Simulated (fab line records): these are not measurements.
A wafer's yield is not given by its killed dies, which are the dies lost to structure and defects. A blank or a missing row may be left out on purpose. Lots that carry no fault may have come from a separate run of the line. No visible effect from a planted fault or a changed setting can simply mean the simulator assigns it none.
Which tool was responsible? -- flow ritCmos -- 15 lots, 45 wafers sampled, at 2 steps of a route of 202

== WHAT THE GAUGES READ, wafer by wafer ==
RIT_FOX1_THK_MEAS_01. Usual: FOX1_OXIDE_THK typically reads 345 nm, with standard deviation 6.
lot,measured,on,FOX1_OXIDE_THK (nm),flag
L700,day 1 18:59,filmMetro-04,340 345 340,
L701,day 2 00:12,filmMetro-03,348 347 348,
L702,day 2 03:01,filmMetro-03,344 345 348,
L703,day 2 07:57,filmMetro-04,341 350 349,
L704,day 2 12:56,filmMetro-03,357 357 356,
L705,day 2 20:06,filmMetro-01,351 355 350,
L706,day 2 23:08,filmMetro-01,349 349 350,
L709,day 3 15:23,filmMetro-03,355 358 351,
L710,day 3 19:56,filmMetro-04,343 339 338,
L711,day 4 01:19,filmMetro-04,513 512 511,OFF
L713,day 4 09:58,filmMetro-03,348 342 343,
L717,day 5 08:05,filmMetro-03,511 521 510,OFF
L718,day 5 12:52,filmMetro-03,348 344 347,
L721,day 6 08:55,filmMetro-04,521 526 527,OFF
L723,day 6 14:05,filmMetro-01,342 335 348,

== WHICH TOOL RAN EACH LOT (tool, then ch and the chambers of the sampled wafers, then the start) ==
lot,RIT_FOX1_OXIDATION_00
L700,"furnace-04 ch 0, day 1 17:40"
L701,"furnace-04 ch 0, day 1 22:53"
L702,"furnace-03 ch 0, day 2 01:41"
L703,"furnace-03 ch 0, day 2 06:38"
L704,"furnace-01 ch 0, day 2 11:37"
L705,"furnace-03 ch 0, day 2 18:47"
L706,"furnace-01 ch 0, day 2 21:49"
L709,"furnace-04 ch 0, day 3 14:03"
L710,"furnace-03 ch 0, day 3 18:37"
L711,"furnace-01 ch 0, day 3 22:30"
L713,"furnace-04 ch 0, day 4 08:39"
L717,"furnace-04 ch 0, day 5 04:38 and furnace-01 ch 0, day 5 06:46"
L718,"furnace-03 ch 0, day 5 11:34"
L721,"furnace-03 ch 0, day 6 03:53 and furnace-01 ch 0, day 6 07:35"
L723,"furnace-01 ch 0, day 6 12:47"
- RIT_FOX1_OXIDATION_00: target thk 350.7 nm, ox time 1130 s.

== WHAT THE TOOLS THEMSELVES READ (means of the sampled wafers that have a number; where no wafer has one, the mark that the record gives instead) ==
RIT_FOX1_OXIDATION_00. Usual: oxTempCMax 1105.2, standard deviation 1.5; tubeCenterTempC 1100 C, standard deviation 0.1; zonePowerLoadPct 48 %, standard deviation 4.9.
lot,tool,oxTempCMax,tubeCenterTempC (C),zonePowerLoadPct (%),flag
L700,furnace-04,1103.0,1100,42,
L701,furnace-04,1102.9,1100,42,
L702,furnace-03,1106.9,1100,47,
L703,furnace-03,1107.0,1100,48,
L704,furnace-01,1106.1,1100,54,
L705,furnace-03,1106.2,1100,47,
L706,furnace-01,1105.9,1100,54,
L709,furnace-04,1103.4,1100,42,
L710,furnace-03,1106.2,1100,48,
L711,furnace-01,1105.9,1100,54,
L713,furnace-04,1103.9,1100,42,
L717,furnace-04/furnace-01,1104.0,1100,48,
L718,furnace-03,1106.5,1100,47,
L721,furnace-03/furnace-01,1105.2,1100,51,
L723,furnace-01,1104.6,1100,54,

== THE ANSWER, worked out from the rows above alone ==
Rule: a lot counts as off when the mean over its wafers that have a number is more than 3 standard deviations away from the usual mean. A lot without any number at a reading at which 4 lots or more have one is off too. All remaining lots with rows at the step are treated as sound. First the gauges in route order, then the tools' own readings, where a lot's mean is used as printed above. The first step at which some lot is off is used, and at that step the reading that is off furthest; a lot without a number counts as furthest.
Off: L711, L717, L721, seen at RIT_FOX1_THK_MEAS_01 (FOX1_OXIDE_THK).
If a tool, at a process step before that reading, ran all the lots that are off and no sound lot after the first of them, it fits. The gauges at RIT_FOX1_THK_MEAS_01 are tried like those tools. No candidate that was tried fits.

== WHAT HAD BEEN PUT IN BY THE SIMULATOR ==
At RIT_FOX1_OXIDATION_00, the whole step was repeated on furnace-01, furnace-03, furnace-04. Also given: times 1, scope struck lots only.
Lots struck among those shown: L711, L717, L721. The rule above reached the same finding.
